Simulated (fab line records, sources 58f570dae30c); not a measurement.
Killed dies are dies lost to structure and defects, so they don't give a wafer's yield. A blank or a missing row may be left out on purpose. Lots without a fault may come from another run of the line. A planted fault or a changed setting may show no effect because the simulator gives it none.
A struck lot beside a sound one | flow berkeley_cmos170 | 26 steps out of a route of 331
Sound: wafers L513.1, L513.2, L513.6. Struck: wafer L529.4. (L529.3, L529.5 of the same lot were not struck and are left out.) The cause comes at the end.
At each step with rows: each side's tool, then ch and its chambers, then its first start. Under that, the readings that differ: sound wafers | struck wafers | difference of the means | sigmas: that difference in standard deviations of wafers without a fault.
alike: readings whose means differ by less than 2 such deviations, and words and numbers that are the same on both sides. not compared: withheld readings, readings that some wafer has no value for, bounds like >300 that may hide the same value, and numbers for which the record gives no deviation and whose values overlap.
The two part at a step that has a row with sigmas, a row that says differs or no value, or rows on one side only. Numbers that don't overlap but have no deviation are shown without sigmas and don't part them. A reading that every wafer of one side lacks parts them only if that side has two wafers or more.

first, 4 steps without rows for these wafers: UCB170_M2_SOFTBAKE_11 (time 60 s); UCB170_M2_EXPOSE_12 (exposes mask METAL2, target cd 700 nm); UCB170_M2_PEB_13; UCB170_M2_DEVELOP_14 (develop time 45 s).
UCB170_M2_CD_MEAS_15: target cd 700 nm.
  sound on cd_sem-02, day 10 07:58; struck on cd_sem-02, day 12 12:24
  alike: cd_nm
UCB170_M2_OVL_MEAS_16:
  sound on overlay-01, day 10 08:05; struck on overlay-01, day 12 12:29
  alike: M2_OVL
UCB170_M2_ETCH_17: etches BARC in N2/H2.
  sound on rie_diel-02 ch 0,3, day 10 08:07; struck on rie_diel-02 ch 1, day 12 12:31
  alike: drypump_motor_current_A, oes_product_au, throttle_valve_pct
UCB170_M2_METAL_ETCH_18: etches Al in Cl2/BCl3, stops on SiO2, target depth 1170 nm, time 195 s.
  sound on rie_metal-02 ch 0,1, day 10 08:10; struck on rie_metal-01 ch 1, day 12 12:37
  reading                     | sound       | struck | difference | sigmas
  drypump_motor_current_A (A) | 5.3 5.9 5.4 | 6.5    | +1.0       | +2
  alike: oes_product_au, throttle_valve_pct
  not compared: rf_hours_counter_h
UCB170_M2_STRIP_19: strips in O2.
  sound on plasma_asher-03 ch 0,1, day 10 08:20; struck on plasma_asher-03 ch 0, day 12 12:47
  reading               | sound             | struck | difference | sigmas
  oes_product_au (a.u.) | 0.524 0.545 0.516 | 0.573  | +0.045     | +2
  alike: drypump_motor_current_A
  not compared: rf_hours_counter_h
UCB170_M2_CD_MEAS_90: target cd 700 nm.
  sound on cd_sem-01, day 10 08:26; struck on cd_sem-01, day 12 12:53
  alike: cd_nm
UCB170_V2_CVD_00: deposits SiO2 from TEOS/O2, target thk 2000 nm, time 250 s.
  sound on pecvd-02 ch 0,1,2, day 10 08:34; struck on pecvd-01 ch 2, day 12 12:58
  alike: heater_power_w, pressure_mtorr, susceptor_temp_C
UCB170_V2_THK_MEAS_01:
  sound on film_metro-02, day 10 08:43; struck on film_metro-03, day 12 13:08
  alike: V2_TEOS_THK
UCB170_V2_CMP_02: polishes SiO2.
  sound on cmp-01 ch 0,2,3, day 10 08:50; struck on cmp-01 ch 2, day 12 13:14
  reading                             | sound             | struck | difference | sigmas
  model.SiO2_of_V2_CVD_00.thk_nm (nm) | 998.5 999.6 998.2 | 1250   | +251       |
  alike: motor_current_A, slurry_flow_ml_min
UCB170_V2_BOW_MEAS_03:
  sound on film_metro-03, day 10 09:05; struck on film_metro-02, day 12 13:31
  alike: V2_BOW
UCB170_V2_THK_MEAS_04:
  sound on film_metro-03, day 10 09:12; struck on film_metro-02, day 12 13:37
  reading              | sound             | struck | difference | sigmas
  V2_POLISHED_THK (nm) | 999.0 999.0 998.0 | 1249.6 | +250.9     | +99 or more
then, 7 steps without rows for these wafers: UCB170_V2_CLEAN_05 (cleans in DIW); UCB170_V2_HMDS_06 (prime time 60 s); UCB170_V2_COAT_07 (resist thk 900 nm); UCB170_V2_SOFTBAKE_08 (time 60 s); UCB170_V2_EXPOSE_09 (exposes mask VIA2, target cd 700 nm); UCB170_V2_PEB_10; UCB170_V2_DEVELOP_11 (develop time 45 s).
UCB170_V2_CD_MEAS_12: target cd 700 nm.
  sound on cd_sem-02, day 10 11:19; struck on cd_sem-01, day 12 14:51
  alike: cd_nm
UCB170_V2_OVL_MEAS_13:
  sound on overlay-01, day 10 11:26; struck on overlay-01, day 12 14:56
  alike: V2_OVL
UCB170_V2_ETCH_14: etches SiO2 in CHF3/CF4/Ar, stops on Al, target depth 1250 nm, time 291 s.
  sound on rie_diel-04 ch 1,2,3, day 10 11:28; struck on rie_diel-03 ch 2, day 12 14:58
  reading                        | sound             | struck | difference | sigmas
  oes_product_au (a.u.)          | 0.843 0.862 0.878 | 1.002  | +0.141     | +11
  model.etch.depth_nm (nm)       | 998.5 999.6 998.2 | 1250   | +251       |
  model.V2.feature_depth_nm (nm) | 998.5 1000 998.3  | 1250   | +251       |
  alike: drypump_motor_current_A, throttle_valve_pct
  not compared: rf_hours_counter_h
UCB170_V2_STRIP_15: strips in O2.
  sound on plasma_asher-01 ch 0,1, day 10 11:38; struck on plasma_asher-02 ch 0, day 12 15:10
  alike: drypump_motor_current_A, oes_product_au, strip_time_to_endpoint_s
  not compared: rf_hours_counter_h

WHERE THEY PART
First at UCB170_M2_METAL_ETCH_18; last, within this record, at UCB170_V2_ETCH_14. Later steps at which nothing parts them and some readings are alike: UCB170_V2_STRIP_15.

WHY: what the simulator had put in
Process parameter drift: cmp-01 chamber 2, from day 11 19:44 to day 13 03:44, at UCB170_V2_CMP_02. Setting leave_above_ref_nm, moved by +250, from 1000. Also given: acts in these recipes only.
